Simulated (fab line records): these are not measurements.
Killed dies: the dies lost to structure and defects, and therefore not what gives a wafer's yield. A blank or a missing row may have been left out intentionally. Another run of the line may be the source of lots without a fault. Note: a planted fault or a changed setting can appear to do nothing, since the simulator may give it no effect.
Matching of chambers | flow ritCmos | RIT_SPACER_ETCHBACK_05 on rieDiel-01: 4 sister chambers
The step etches Si3N4 in SF6/CHF3, stops on SiO2, target depth 250 nm, time 240 s. 8 wafers are shown with their chamber, then 9 later ones without.

== WAFERS WITH THEIR CHAMBER ==
wafer  | chamber | throttleValvePct (%) | drypumpMotorCurrentA (A)
L119.3 | 3       | 10.41                | 4.6
L123.2 | 3       | 10.41                | 4.7
L123.4 | 0       | 10.21                | 5.9
L123.5 | 0       | 10.22                | 5.9
L125.5 | 1       | 10.08                | 6.1
L130.2 | 1       | 10.08                | 6.1
L130.3 | 2       | 10.29                | 5.4
L130.6 | 2       | 10.30                | 5.4

== WAFERS WITHOUT THEIR CHAMBER ==
wafer  | throttleValvePct (%) | drypumpMotorCurrentA (A)
L133.2 | 10.08                | 6.1
L133.4 | 10.40                | 4.6
L133.6 | 10.29                | 5.4
L136.1 | 10.24                | 5.8
L136.3 | 10.07                | 6.1
L136.5 | 10.30                | 5.4
L137.2 | 10.31                | 5.4
L137.4 | 10.21                | 5.9
L137.6 | 10.41                | 4.6

== WHICH CHAMBER EACH ONE RAN IN ==
wafer  | from the rows above | in truth
L133.2 | 1                   | 1
L133.4 | 3                   | 3
L133.6 | 2                   | 2
L136.1 | 0                   | 0
L136.3 | 1                   | 1
L136.5 | 2                   | 2
L137.2 | 2                   | 2
L137.4 | 0                   | 0
L137.6 | 3                   | 3
9 of 9 placed correctly. Left unplaced by these rows: 0. Placed wrongly: 0.
How it was worked out, from the rows above alone: a wafer's distance from a chamber is the root of the sum, over the readings, of the square of ((its reading less the chamber's mean) divided by the reading's scatter). If the next closest chamber is less than 2 further off than the closest, the wafer can't be placed; otherwise it belongs to the closest. Each chamber's mean is taken over the wafers shown for it. The scatter: the root of (the sum of the squares of (reading less its chamber's mean) over the shown wafers, divided by (wafers less chambers)).
